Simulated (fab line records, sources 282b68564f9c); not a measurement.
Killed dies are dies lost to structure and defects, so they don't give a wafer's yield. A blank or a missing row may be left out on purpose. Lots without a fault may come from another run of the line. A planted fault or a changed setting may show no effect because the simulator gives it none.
Chamber matching | flow rit_cmos | RIT_FOX2_CLEAN_02 on wet_bench-04: 3 sister chambers
The step cleans in dHF, time 180 s. 14 wafers are shown with their chamber, then 7 later ones without.

WAFERS WITH THEIR CHAMBER
wafer  | chamber | run_length_s (s)
L870.1 | 0       | 206
L870.3 | 0       | 206
L870.4 | 0       | 206
L873.3 | 3       | 208
L873.4 | 3       | 208
L873.6 | 3       | 208
L874.1 | 1       | 206
L874.2 | 1       | 206
L874.3 | 1       | 206
L885.4 | 0       | 213
L885.5 | 0       | 213
L885.6 | 0       | 213
L886.1 | 0       | 214
L886.3 | 0       | 214

SIGNATURES (means of the wafers above)
reading      | chamber 0 | chamber 1 | chamber 3 | scatter within a chamber
run_length_s | 210.62    | 206.00    | 208.00    | 3.07
Rule: a wafer's distance from a chamber is the root of the sum, over the readings, of the square of ((its reading less the chamber's mean) divided by the reading's scatter). The wafer belongs to the nearest chamber; if the next one is less than 2 further off, it can't be placed. The scatter: the root of (the sum of the squares of (reading less its chamber's mean) over the shown wafers, divided by (wafers less chambers)).

WAFERS WITHOUT THEIR CHAMBER
wafer  | run_length_s (s)
L886.6 | 214
L890.2 | 206
L890.5 | 206
L890.6 | 206
L891.1 | 206
L891.5 | 206
L891.6 | 206

WHICH CHAMBER EACH WENT THROUGH
wafer  | from the rows above          | in truth
L886.6 | can't be placed: 0 or 3 or 1 | 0
L890.2 | can't be placed: 1 or 3 or 0 | 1
L890.5 | can't be placed: 1 or 3 or 0 | 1
L890.6 | can't be placed: 1 or 3 or 0 | 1
L891.1 | can't be placed: 1 or 3 or 0 | 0
L891.5 | can't be placed: 1 or 3 or 0 | 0
L891.6 | can't be placed: 1 or 3 or 0 | 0
Placed correctly: 0 of 7. Can't be placed from these rows: 7 (the true chamber is among the candidates in 7). Placed wrongly: 0.
